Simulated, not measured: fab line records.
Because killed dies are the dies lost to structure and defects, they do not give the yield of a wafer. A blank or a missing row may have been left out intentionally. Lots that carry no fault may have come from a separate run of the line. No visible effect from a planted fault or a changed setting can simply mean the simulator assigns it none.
Split-lot trial ; flow berkeley_cmos170 ; route with 331 steps; 5 lots, 23 wafers read

== THE SPLIT ITSELF ==
At UCB170_PSD_IMPLANT_08, the setting energy_kev was moved away from the recipe's 20 on 8 of the 23 wafers read, by -5.2% to +5.4%. For the rest of the wafers, this setting stayed at what the recipe calls for.

The split's own step is where the reading is taken.

== THE READING ==
implant.drp_nm (the simulator's own value, which no gauge read), in nm, at UCB170_PSD_IMPLANT_08. There is no usual value for it anywhere in the file.

wafer;tool, chamber at the split;energy_kev as run;against the recipe;implant.drp_nm, nm;against lot-mates on the recipe
L074.2;implanter-03, 0;20;recipe;28.34;-
L074.3;implanter-03, 0;20;recipe;28.34;-
L074.4;implanter-03, 0;20;recipe;28.34;-
L074.5;implanter-03, 0;20;recipe;28.34;-
L074.6;implanter-03, 0;20;recipe;28.34;-
L076.1;implanter-04, 0;18.97;-5.2%;27.3;-1.04
L076.2;implanter-04, 0;18.97;-5.2%;27.3;-1.04
L076.3;implanter-04, 0;18.97;-5.2%;27.3;-1.04
L076.4;implanter-04, 0;20;recipe;28.34;-
L076.5;implanter-04, 0;20;recipe;28.34;-
L078.1;implanter-03, 0;20;recipe;28.34;-
L078.3;implanter-03, 0;20;recipe;28.34;-
L078.6;implanter-03, 0;20;recipe;28.34;-
L083.1;implanter-03, 0;21.07;+5.4%;29.55;+1.21
L083.4;implanter-03, 0;21.07;+5.4%;29.55;+1.21
L083.2;implanter-03, 0;20;recipe;28.34;-
L083.5;implanter-03, 0;20;recipe;28.34;-
L083.6;implanter-03, 0;20;recipe;28.34;-
L085.1;implanter-04, 0;19.01;-4.9%;27.35;-0.99
L085.2;implanter-04, 0;19.01;-4.9%;27.35;-0.99
L085.5;implanter-04, 0;19.01;-4.9%;27.35;-0.99
L085.4;implanter-04, 0;20;recipe;28.34;-
L085.6;implanter-04, 0;20;recipe;28.34;-

FIT RESULTS
A straight line over all 23 wafers: implant.drp_nm changes by +0.21 nm for each +1% of energy_kev; r = +1.00; the points scatter about the line by 0.03 nm.
The same after taking each lot's own level away (the mean of its wafers on the recipe; 23 wafers): +0.21 nm for each +1%; r = +1.00; scatter 0.03 nm.
According to that fit, moving energy_kev by its largest amount changes the reading by 1.1 nm.
The lots' own levels span 28.340 to 28.340 nm.
The two slopes agree, so the slope changes little with the lot-to-lot level.
Check: for one of the wafers moved furthest among these (+5.4%), held out of the fit, the line's prediction against its lot-mates is +1.12 nm. It came out at +1.21 nm against them.

== THE OTHER SPLITS THESE WAFERS WENT THROUGH ==
Other splits were also applied to these wafers ahead of the reading. Each is held against what the fit with the lots' levels taken away leaves over:
other split on the same wafers;wafers away from the commonest value;r with implant.drp_nm (lot level and that fit taken away)
UCB170_NWELL_CVD_04 sih2cl2_flow_sccm;18;-0.46
UCB170_PWELL_OXIDATION_02 ox_time_s;5;+0.35
UCB170_ACTIVE_COAT_08 resist_thk_nm;10;+0.07
UCB170_FIELD_OXIDATION_01 temp_c;15;-0.12
UCB170_SACOX_OXIDATION_01 temp_c;15;+0.10
UCB170_PVT_SOFTBAKE_02 temp_c;10;+0.18
UCB170_GATE_COAT_07 resist_thk_nm;9;-0.11
UCB170_PLDD_IMPLANT_09 dose_cm2;8;-0.20
UCB170_NLDD_IMPLANT_08 energy_kev;7;+0.05
UCB170_NLDD_IMPLANT_09 dose_cm2;6;-0.11

== THE WHOLE CHAIN: every reading that the file lists as answering this split, in the file's order ==
step;what it does;reading;change (the file's fit);r (the file's)
UCB170_PSD_IMPLANT_08;;implant.rp_nm (the simulator's own value, which no gauge read);+0.645 nm for each +1% of the setting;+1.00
UCB170_PSD_IMPLANT_08;;implant.drp_nm (the simulator's own value, which no gauge read);+0.21 nm for each +1% of the setting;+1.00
UCB170_PSD_STRIP_09;strips in O2;strip_time_to_endpoint_s;withheld for each +1% of the setting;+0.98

== FILE'S OWN FIT ==
implant.drp_nm changes by +0.21 nm for each +1% of energy_kev, r = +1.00.
